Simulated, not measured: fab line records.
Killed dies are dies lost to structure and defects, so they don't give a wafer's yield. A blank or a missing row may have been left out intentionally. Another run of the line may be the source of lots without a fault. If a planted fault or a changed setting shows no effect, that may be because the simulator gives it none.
fab line records + flow berkeley-cmos170
record:
- lots: 5
- wafers: 15
- last-day: 12
route steps=331 shown PLDD@149 NLDD@158
lots that met no fault: from a run of the same line without faults
start-h: hours from the record's opening day to when the first of the lot's shown wafers began + wait-h: how many hours have passed since the lot's step before this one + " same as the row above + L1.1+2: several wafers, shown together as one row + - no value, or no start was given + * or withheld: withheld + < > ~ a bound
route shown NAME@n: NAME is a module with steps in the file, n the number in the route of the first one + usual: mean and standard deviation over wafers with no fault + same: alike in all rows + chamber/n: place in a boat + sites: readings site by site + _std_site: their standard deviation + _edge_site: outer sites' mean less inner sites' + radius-mm: for every site, how far away it sits from the centre of the wafer + mask NAME#n: copy n + behind: tool/chamber where the wafer was last shaped + hold: why the lot went on hold/how many hours it stayed there/how the hold came to an end + device: the n, p or np transistor that did not switch + end of line: the route-end tests of the same wafers + for a step that has no rows: nothing shown but its recipe + killed: not the wafer's yield, but the dies lost to structure and defects at the first sort + map: the dies of a wafer, with x for killed, . for not killed, _ for no die there
set.NAME: the setting that was run; set.NAME@STEP: the one run at that earlier step + model.NAME: the simulator's own value behind a step, which no gauge read
lots seen at some steps along the route; tables by step, rows by wafer
services: from which hour (start-h, from the record's first day; less than 0 if before it) a tool's chamber was out of use, for how many hours, and why
== steps ==
step: UCB170_PLDD_PEB_04
recipe:
- peb-temp-c: 130
- peb-time-s: withheld
- resist: KrF
step: UCB170_PLDD_DEVELOP_05
recipe:
- developer: TMAH
- develop-time-s: 45
- resist: KrF
- dev-temp-c: 21
step: UCB170_PLDD_CD_MEAS_06
recipe:
- target-cd-nm: 1200
usual:
- cd-nm: 1200.5/1.1
| lot.wafer | tool      | chamber | start-h | wait-h | cd-nm  |
|-----------|-----------|---------|---------|--------|--------|
| L741.1    | cd-sem-01 | -       | 161.89  | -      | 1200.3 |
| L741.2    | "         | -       | "       | "      | 1200.2 |
| L741.6    | "         | -       | "       | "      | 1200.9 |
| L745.2    | cd-sem-01 | -       | 166.14  | -      | 1200.4 |
| L745.4    | "         | -       | "       | "      | 1199.4 |
| L745.5    | "         | -       | "       | "      | 1198.9 |
| L752.2    | cd-sem-02 | -       | 200.72  | -      | 1200.9 |
| L752.5    | "         | -       | "       | "      | 1201.0 |
| L752.6    | "         | -       | "       | "      | 1202.5 |
| L757.1    | cd-sem-02 | -       | 247.58  | -      | 1200.8 |
| L757.5    | "         | -       | "       | "      | 1201.4 |
| L757.6    | "         | -       | "       | "      | 1199.8 |
| L758.1    | cd-sem-01 | -       | 247.63  | -      | 1203.6 |
| L758.2    | "         | -       | "       | "      | 1202.2 |
| L758.5    | "         | -       | "       | "      | 1201.8 |
step: UCB170_PLDD_OVL_MEAS_07
usual:
- PLDD_OVL: 3/5.4
| lot.wafer | tool       | chamber | start-h | wait-h | PLDD_OVL[nm] |
|-----------|------------|---------|---------|--------|--------------|
| L741.1    | overlay-02 | -       | 162.01  | 0.1    | 5            |
| L741.2    | "          | -       | "       | "      | 5            |
| L741.6    | "          | -       | "       | "      | 11           |
| L745.2    | overlay-01 | -       | 166.24  | 0.1    | 13           |
| L745.4    | "          | -       | "       | "      | 11           |
| L745.5    | "          | -       | "       | "      | -4           |
| L752.2    | overlay-01 | -       | 200.83  | 0.1    | 14           |
| L752.5    | "          | -       | "       | "      | 5            |
| L752.6    | "          | -       | "       | "      | 9            |
| L757.1    | overlay-01 | -       | 247.70  | 0.1    | 4            |
| L757.5    | "          | -       | "       | "      | 1            |
| L757.6    | "          | -       | "       | "      | 7            |
| L758.1    | overlay-02 | -       | 247.75  | 0.1    | -4           |
| L758.2    | "          | -       | "       | "      | 0            |
| L758.5    | "          | -       | "       | "      | -2           |
step: UCB170_PLDD_IMPLANT_08
recipe:
- species: BF2
- dose-cm2: 5e+13
- energy-kev: 10
- tilt-deg: 7
- rotation-deg: 0
step: UCB170_PLDD_IMPLANT_09
recipe:
- species: BF2
- dose-cm2: 5e+13
- energy-kev: 10
- tilt-deg: 7
- rotation-deg: 180
step: UCB170_PLDD_STRIP_10
recipe:
- chemistry: O2
- power-w: 400
- pressure-mtorr: 3500
- platen-temp-c: withheld
- o2-flow-sccm: 400
- overash-fraction: 0.5
usual:
- drypump-motor-current-A: 5.5/0.39
- o2-flow-sccm: 400.3/1.3
- oes-product-au: 0.735/0.0044
- strip-time-to-endpoint-s: 21.66/0.059
| lot.wafer | tool            | chamber | start-h | wait-h | drypump-motor-current-A | o2-flow-sccm | oes-product-au | rf-hours-counter-h | strip-time-to-endpoint-s |
|-----------|-----------------|---------|---------|--------|-------------------------|--------------|----------------|--------------------|--------------------------|
| L741.1    | plasma-asher-01 | 1       | 162.34  | 0.1    | 5.2                     | 399.8        | 0.744          | 49                 | 21.53                    |
| L741.2    | "               | 0       | "       | "      | 6.0                     | 401.5        | 0.731          | 49                 | 21.51                    |
| L741.6    | "               | 0       | "       | "      | 6.0                     | 401.6        | 0.741          | -                  | 21.55                    |
| L745.2    | plasma-asher-01 | 0       | 166.57  | 0.1    | 6.0                     | 398.7        | 0.738          | 50                 | 21.59                    |
| L745.4    | "               | 0       | "       | "      | 6.0                     | 399.5        | 0.735          | -                  | 21.53                    |
| L745.5    | "               | 0       | "       | "      | 6.0                     | 398.8        | 0.735          | -                  | 21.62                    |
| L752.2    | plasma-asher-01 | 1       | 201.16  | 0.1    | 5.2                     | 401.3        | 0.726          | 54                 | 21.60                    |
| L752.5    | "               | 1       | "       | "      | 5.1                     | 402.6        | 0.733          | -                  | 21.62                    |
| L752.6    | "               | 0       | "       | "      | 6.0                     | 400.2        | 0.736          | -                  | 21.59                    |
| L757.1    | plasma-asher-03 | 0       | 248.03  | 0.1    | 5.1                     | 400.9        | 0.732          | 15                 | 21.67                    |
| L757.5    | "               | 0       | "       | "      | 5.1                     | 401.0        | 0.725          | -                  | 21.65                    |
| L757.6    | "               | 1       | "       | "      | 5.8                     | 399.5        | 0.732          | -                  | 21.63                    |
| L758.1    | plasma-asher-03 | 0       | 248.13  | 0.2    | 5.1                     | 400.7        | 0.733          | 15                 | 21.66                    |
| L758.2    | "               | 1       | "       | "      | 5.8                     | 399.4        | 0.728          | 15                 | 21.73                    |
| L758.5    | "               | 0       | "       | "      | 5.1                     | 400.9        | 0.732          | -                  | 21.74                    |
step: UCB170_PLDD_TW_MEAS_11
usual:
- PLDD_TW: 1006/5.1
| lot.wafer | tool          | chamber | start-h | wait-h | PLDD_TW |
|-----------|---------------|---------|---------|--------|---------|
| L741.1    | film-metro-01 | -       | 162.44  | 0.1    | 1012    |
| L741.2    | "             | -       | "       | "      | 1014    |
| L741.6    | "             | -       | "       | "      | 1010    |
| L745.2    | film-metro-01 | -       | 166.68  | 0.1    | 1010    |
| L745.4    | "             | -       | "       | "      | 1012    |
| L745.5    | "             | -       | "       | "      | 1009    |
| L752.2    | film-metro-02 | -       | 201.27  | 0.1    | 999     |
| L752.5    | "             | -       | "       | "      | 1001    |
| L752.6    | "             | -       | "       | "      | 1004    |
| L757.1    | film-metro-02 | -       | 248.13  | 0.1    | 1003    |
| L757.5    | "             | -       | "       | "      | 1001    |
| L757.6    | "             | -       | "       | "      | 1009    |
| L758.1    | film-metro-01 | -       | 248.23  | 0.1    | 1006    |
| L758.2    | "             | -       | "       | "      | 1003    |
| L758.5    | "             | -       | "       | "      | 1003    |
step: UCB170_PLDD_CLEAN_12
recipe:
- chemistry: SPM
- temp-c: 120
- time-s: 600
step: UCB170_NLDD_HMDS_00
recipe:
- prime-time-s: 60
- prime-temp-c: 100
step: UCB170_NLDD_COAT_01
recipe:
- resist: KrF
- spin-rpm: 1500
- resist-thk-nm: 900
step: UCB170_NLDD_SOFTBAKE_02
recipe:
- resist: KrF
- temp-c: 130
- time-s: 60
step: UCB170_NLDD_EXPOSE_03
recipe:
- mask-id: NSELECT
- na: 0.5
- sigma-outer: 0.6
- source-shape: conventional
- target-cd-nm: 1200
- dose-mj: 30
| lot.wafer  | tool           | chamber | start-h | wait-h | mask         |
|------------|----------------|---------|---------|--------|--------------|
| L741.1+2+6 | krf-scanner-02 | 0       | 163.64  | 0.4    | NSELECT#0    |
| L745.2+4+5 | krf-scanner-01 | 0       | 167.38  | 0.1    | NSELECT_R1#0 |
| L752.2+5+6 | krf-scanner-01 | 0       | 202.51  | 0.3    | NSELECT#0    |
| L757.1+5+6 | krf-scanner-02 | 0       | 249.02  | 0.1    | NSELECT#0    |
| L758.1+2+5 | krf-scanner-02 | 0       | 249.47  | 0.1    | NSELECT#0    |
step: UCB170_NLDD_PEB_04
recipe:
- peb-temp-c: 130
- peb-time-s: withheld
- resist: KrF
step: UCB170_NLDD_DEVELOP_05
recipe:
- developer: TMAH
- develop-time-s: 45
- resist: KrF
- dev-temp-c: 21
step: UCB170_NLDD_CD_MEAS_06
recipe:
- target-cd-nm: 1200
usual:
- cd-nm: 1199.9/1.1
| lot.wafer | tool      | chamber | start-h | wait-h | cd-nm  |
|-----------|-----------|---------|---------|--------|--------|
| L741.1    | cd-sem-01 | -       | 164.08  | -      | 1201.2 |
| L741.2    | "         | -       | "       | "      | 1201.0 |
| L741.6    | "         | -       | "       | "      | 1200.6 |
| L745.2    | cd-sem-02 | -       | 167.77  | -      | 959.5  |
| L745.4    | "         | -       | "       | "      | 960.2  |
| L745.5    | "         | -       | "       | "      | 960.1  |
| L752.2    | cd-sem-02 | -       | 202.90  | -      | 1199.1 |
| L752.5    | "         | -       | "       | "      | 1200.1 |
| L752.6    | "         | -       | "       | "      | 1199.5 |
| L757.1    | cd-sem-01 | -       | 249.68  | -      | 1198.6 |
| L757.5    | "         | -       | "       | "      | 1200.6 |
| L757.6    | "         | -       | "       | "      | 1199.4 |
| L758.1    | cd-sem-02 | -       | 249.96  | -      | 1200.0 |
| L758.2    | "         | -       | "       | "      | 1199.8 |
| L758.5    | "         | -       | "       | "      | 1199.4 |
step: UCB170_NLDD_OVL_MEAS_07
usual:
- NLDD_OVL: 3/6.3
| lot.wafer | tool       | chamber | start-h | wait-h | NLDD_OVL[nm] |
|-----------|------------|---------|---------|--------|--------------|
| L741.1    | overlay-01 | -       | 164.20  | 0.1    | 11           |
| L741.2    | "          | -       | "       | "      | 9            |
| L741.6    | "          | -       | "       | "      | 9            |
| L745.2    | overlay-01 | -       | 167.89  | 0.1    | 8            |
| L745.4    | "          | -       | "       | "      | 12           |
| L745.5    | "          | -       | "       | "      | 6            |
| L752.2    | overlay-01 | -       | 203.00  | 0.1    | 7            |
| L752.5    | "          | -       | "       | "      | 8            |
| L752.6    | "          | -       | "       | "      | 8            |
| L757.1    | overlay-02 | -       | 249.80  | 0.1    | 5            |
| L757.5    | "          | -       | "       | "      | 2            |
| L757.6    | "          | -       | "       | "      | 7            |
| L758.1    | overlay-02 | -       | 250.08  | 0.1    | 15           |
| L758.2    | "          | -       | "       | "      | 12           |
| L758.5    | "          | -       | "       | "      | 7            |
== services ==
| tool            | chamber | start-h | hours | kind |
|-----------------|---------|---------|-------|------|
| krf-scanner-02  | -       | 159.35  | 1.3   | pm   |
| krf-scanner-02  | -       | 203.73  | 0.8   | pm   |
| krf-scanner-02  | -       | 219.97  | 0.8   | pm   |
| plasma-asher-01 | -       | 243.59  | 14.6  | pm   |
== key ==
first-sign:
- step: UCB170_NLDD_EXPOSE_03
- reading: mask
- direction: changed
effect:
- step: UCB170_NLDD_CD_MEAS_06
- reading: cd-nm
- direction: down
- sigmas: 99+
- usual: 1199.9
- struck: 959.9
met-at UCB170_NLDD_EXPOSE_03
struck-wafers L745.2,L745.4,L745.5
sort-left-out L745.2,L745.4,L745.5
tester-left-out L745
fault:
- kind: wrong-mask
- tool: any
- chamber: -
- onset-h: 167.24
- steps: UCB170_NLDD_EXPOSE_03
- aux-copy: NSELECT_R1#0
- cd-offset-nm: -240
- scope: struck-lots-only
tester-left-out: of these lots the tester's yield and bins aren't shown, on N5 and GAA mostly nor the transistor test; their killed dies are dies lost to structure and defects alone, not to doping, threshold or leakage, so they don't give the yield
sort-left-out: the simulated sort isn't trusted on such a fault, so these wafers' sort isn't shown, and their yield isn't known
